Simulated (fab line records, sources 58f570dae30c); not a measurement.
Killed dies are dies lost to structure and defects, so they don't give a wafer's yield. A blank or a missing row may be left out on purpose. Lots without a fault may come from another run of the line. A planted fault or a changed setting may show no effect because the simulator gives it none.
Split-lot experiment | flow berkeley_cmos170 | 5 lots, 23 wafers read, on a route of 331 steps

THE SPLIT
At UCB170_FIELD_OXIDATION_01 (target thk 558.3 nm, ox time 7200 s), the setting temp_c was moved away from the recipe's 1000 C on 15 of the 23 wafers read, by -3.0% to -1.7%. The other wafers ran this setting at the recipe's value.

FROM THE SPLIT TO THE READING: what the file shows between them, 5 steps
- UCB170_FIELD_THK_MEAS_02
- UCB170_FIELD_ANNEAL_03: time 1200 s
- UCB170_FIELD_WET_ETCH_04: etches SiO2 in dHF, time 60 s
- UCB170_FIELD_WET_ETCH_05: etches Si3N4 in H3PO4, time 12600 s
- UCB170_FIELD_WET_ETCH_06: etches SiO2 in BOE, time 22 s

THE READING
FIELD_OXIDE_LEFT_1_THK, in nm, at UCB170_FIELD_THK_MEAS_90. Fault-free wafers of this fab line usually give 436 nm, standard deviation 11 nm.

wafer  | tool, chamber at the split | temp_c as run, C | against the recipe | FIELD_OXIDE_LEFT_1_THK, nm | against lot-mates on the recipe
L076.1 | -, -                       | 983.3            | -1.7%              | 386                        | no lot-mate on the recipe
L076.2 | -, -                       | 983.3            | -1.7%              | 371                        | no lot-mate on the recipe
L076.3 | -, -                       | 983.3            | -1.7%              | 384                        | no lot-mate on the recipe
L076.5 | -, -                       | 983.3            | -1.7%              | 388                        | no lot-mate on the recipe
L076.6 | -, -                       | 983.3            | -1.7%              | 375                        | no lot-mate on the recipe
L079.1 | -, -                       | 976.3            | -2.4%              | 342                        | no lot-mate on the recipe
L079.2 | -, -                       | 976.3            | -2.4%              | 330                        | no lot-mate on the recipe
L079.3 | -, -                       | 976.3            | -2.4%              | 347                        | no lot-mate on the recipe
L079.4 | -, -                       | 976.3            | -2.4%              | 334                        | no lot-mate on the recipe
L079.6 | -, -                       | 976.3            | -2.4%              | 345                        | no lot-mate on the recipe
L080.1 | -, -                       | 970.4            | -3.0%              | 314                        | no lot-mate on the recipe
L080.2 | -, -                       | 970.4            | -3.0%              | 320                        | no lot-mate on the recipe
L080.4 | -, -                       | 970.4            | -3.0%              | 329                        | no lot-mate on the recipe
L080.5 | -, -                       | 970.4            | -3.0%              | 321                        | no lot-mate on the recipe
L080.6 | -, -                       | 970.4            | -3.0%              | 326                        | no lot-mate on the recipe
L081.1 | furnace-01, 0              | 1000             | recipe             | 432                        | -
L081.4 | furnace-01, 0              | 1000             | recipe             | 434                        | -
L081.5 | furnace-01, 0              | 1000             | recipe             | 435                        | -
L082.1 | -, -                       | 1000             | recipe             | 445                        | -
L082.2 | -, -                       | 1000             | recipe             | 443                        | -
L082.3 | -, -                       | 1000             | recipe             | 443                        | -
L082.4 | -, -                       | 1000             | recipe             | 449                        | -
L082.6 | -, -                       | 1000             | recipe             | 447                        | -

THE FIT
A straight line over all 23 wafers: FIELD_OXIDE_LEFT_1_THK changes by +40.8 nm for each +1% of temp_c; r = +0.99; the points scatter about the line by 7.8 nm.
Too few moved wafers have a lot-mate on the recipe to fit a line with each lot's own level taken away.

THE WHOLE CHAIN: every reading that the file lists as answering this split, in the file's order
step                      | what it does                        | reading                                                                            | change (the file's fit)              | r (the file's)
UCB170_FIELD_OXIDATION_01 | target thk 558.3 nm, ox time 7200 s | SiO2_of_FIELD_OXIDATION_01.thk_nm (the simulator's own value, which no gauge read) | +41.2 nm for each +1% of the setting | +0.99
UCB170_FIELD_THK_MEAS_02  |                                     | FIELD_OXIDE_THK                                                                    | +41.1 for each +1% of the setting    | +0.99
UCB170_FIELD_THK_MEAS_90  |                                     | FIELD_OXIDE_LEFT_1_THK                                                             | +40.9 for each +1% of the setting    | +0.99

THE FILE'S OWN FIT
FIELD_OXIDE_LEFT_1_THK changes by +40.9 nm for each +1% of temp_c, r = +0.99.
